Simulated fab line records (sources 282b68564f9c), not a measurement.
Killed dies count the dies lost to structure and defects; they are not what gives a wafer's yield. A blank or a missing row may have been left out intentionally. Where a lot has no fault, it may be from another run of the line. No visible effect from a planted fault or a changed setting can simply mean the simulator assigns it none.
A lot that was struck, set against a sound lot || flow rit_cmos || 15 steps out of a route of 202
Sound: wafers L333.2, L333.3, L333.6. Struck: wafer L339.4 (left out: L339.2, L339.5 of the same lot, which were not struck); the cause appears at the end.
Order at every step that has rows: each side's tool, ch and its chambers, its first start. Under that, the readings that differ: sound wafers || struck wafers || difference of the means || sigmas: that difference in standard deviations of wafers without a fault.
alike: same words and numbers on both sides, and readings whose means sit less than 2 such deviations apart. not compared: any withheld reading, any reading some wafer has no value for, any bound like >300 that may hide the same value, and any number with overlapping values for which the record gives no deviation.
A row with sigmas, a row that says differs or no value, or rows on one side alone: a step with any of these is where the two part. Non-overlapping numbers with no deviation appear without sigmas and do not part them. A reading that every wafer of one side lacks parts them only if that side has two wafers or more.

RIT_GATE_THK_MEAS_07:
  struck on film_metro-02, day 4 19:01; sound on film_metro-04, day 3 09:19
  alike: GATE_OXIDE_THK
then, 1 step without rows for these wafers: RIT_GATE_CVD_08 (deposits poly-Si from SiH4, target thk 250 nm, time 2220 s).
RIT_GATE_THK_MEAS_09:
  struck on film_metro-03, day 4 20:41; sound on film_metro-02, day 3 11:06
{"reading": "GATE_POLY_THK (nm)", "sound": "248.8 248.6 246.5", "struck": 253.2, "difference": "+5.2", "sigmas": "+3"}
then, 6 steps without rows for these wafers: RIT_GATE_HMDS_10 (prime time 60 s); RIT_GATE_COAT_11 (resist thk 856 nm); RIT_GATE_SOFTBAKE_12 (time 60 s); RIT_GATE_EXPOSE_13 (exposes mask M6, target cd 150 nm); RIT_GATE_PEB_14; RIT_GATE_DEVELOP_15 (develop time 50 s).
RIT_GATE_CD_MEAS_16: target cd 150 nm.
  struck on cd_sem-01, day 4 21:37; sound on cd_sem-02, day 3 12:01
{"reading": "cd_nm (nm)", "sound": "153.6 151.9 154.4", "struck": 145.3, "difference": -8.0, "sigmas": -3}
RIT_GATE_OVL_MEAS_17:
  struck on overlay-02, day 4 21:43; sound on overlay-01, day 3 12:08
  alike: GATE_OVL
then, 1 step without rows for these wafers: RIT_GATE_HARDBAKE_18 (time 60 s).
RIT_GATE_ETCH_19: etches poly-Si in SF6/CHF3/O2, stops on SiO2, time 165 s, target depth 312.5 nm.
  sound on rie_si-02 ch 0,1,2, day 3 12:19; struck on rie_si-01 ch 3, day 4 21:54
{"reading": "oes_product_au (a.u.)", "sound": "0.832 0.838 0.827", "struck": 0.786, "difference": -0.046, "sigmas": -3}
{"reading": "model.etch.depth_nm (nm)", "sound": "248.5 248.7 246.8", "struck": 216.9, "difference": -31.1, "sigmas": ""}
{"reading": "model.GATE.feature_depth_nm (nm)", "sound": "248.5 248.7 246.8", "struck": 216.9, "difference": -31.1, "sigmas": ""}
{"reading": "model.NOVOLAK_of_GATE_COAT_11.thk_nm (nm)", "sound": "670.8 675.3 673.2", "struck": 700.2, "difference": "+27.1", "sigmas": ""}
  alike: O2_flow_sccm, chamber_pressure_mTorr, drypump_motor_current_A, rf_fwd_power_W, throttle_valve_pct
  not compared: rf_hours_counter_h
RIT_GATE_STRIP_20: strips in O2, time 180 s.
  sound on plasma_asher-01 ch 0,1, day 3 12:25; struck on plasma_asher-03 ch 1, day 4 22:01
  alike: chamber_pressure_mTorr, drypump_motor_current_A
  not compared: rf_hours_counter_h
RIT_M1_PROBE_99:
  the record has rows for the struck wafers here (prober-02, day 5 18:38) and none for the sound ones

## WHERE THEY PART
Last at RIT_M1_PROBE_99 as far as this record goes, first at RIT_GATE_THK_MEAS_09.

WHY: what had been put in by the simulator
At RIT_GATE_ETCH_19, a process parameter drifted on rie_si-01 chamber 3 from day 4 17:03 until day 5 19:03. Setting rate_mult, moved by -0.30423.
